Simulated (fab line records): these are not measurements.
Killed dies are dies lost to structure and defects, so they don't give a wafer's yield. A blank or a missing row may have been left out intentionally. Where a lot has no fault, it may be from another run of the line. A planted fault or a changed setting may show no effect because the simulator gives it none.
Which of the tools did it? | flow ritCmos | route of 202 steps, sampled at 1 step: 7 lots, 21 wafers

## WHAT EACH GAUGE READ, for each wafer
RIT_REOX_THK_MEAS_04.
lot  | measured    | on           | REOX_OXIDE_THK (nm)
L250 | day 3 03:38 | filmMetro-02 | 25.5 25.7 25.4
L252 | day 3 14:05 | filmMetro-04 | 25.3 24.8 24.9
L256 | day 4 08:56 | filmMetro-03 | 24.9 25.6 25.3
L260 | day 5 04:30 | filmMetro-04 | 25.6 25.6 25.6
L263 | day 5 21:25 | filmMetro-04 | 25.0 25.2 24.9
L267 | day 6 17:14 | filmMetro-03 | 25.3 25.1 25.5
L270 | day 7 12:04 | filmMetro-03 | 24.7 24.6 24.1

## WHICH TOOL RAN EACH LOT (tool, then ch and the chambers of the sampled wafers, then the start)
There is no process step in the record ahead of these readings.

## THE ANSWER, worked out from the rows above alone
Rule: what is usual is taken from the lots themselves. The widest of any qualifying gaps counts: lots, ordered by their means at a reading, are off when they make up no more than a third of the lots, leave a main group of 4 or more, and stand apart from it by 3 or more times the standard deviation of that group's means. Not used: any main group whose means are identical at the precision the tables above print for the reading. Also off: a lot with no number at a reading for which 4 or more lots have one. Where the step has rows for the other lots, those lots are counted as sound.
None of the lots is off at any reading shown; this tells nothing.

## WHAT THE SIMULATOR HAD INSERTED
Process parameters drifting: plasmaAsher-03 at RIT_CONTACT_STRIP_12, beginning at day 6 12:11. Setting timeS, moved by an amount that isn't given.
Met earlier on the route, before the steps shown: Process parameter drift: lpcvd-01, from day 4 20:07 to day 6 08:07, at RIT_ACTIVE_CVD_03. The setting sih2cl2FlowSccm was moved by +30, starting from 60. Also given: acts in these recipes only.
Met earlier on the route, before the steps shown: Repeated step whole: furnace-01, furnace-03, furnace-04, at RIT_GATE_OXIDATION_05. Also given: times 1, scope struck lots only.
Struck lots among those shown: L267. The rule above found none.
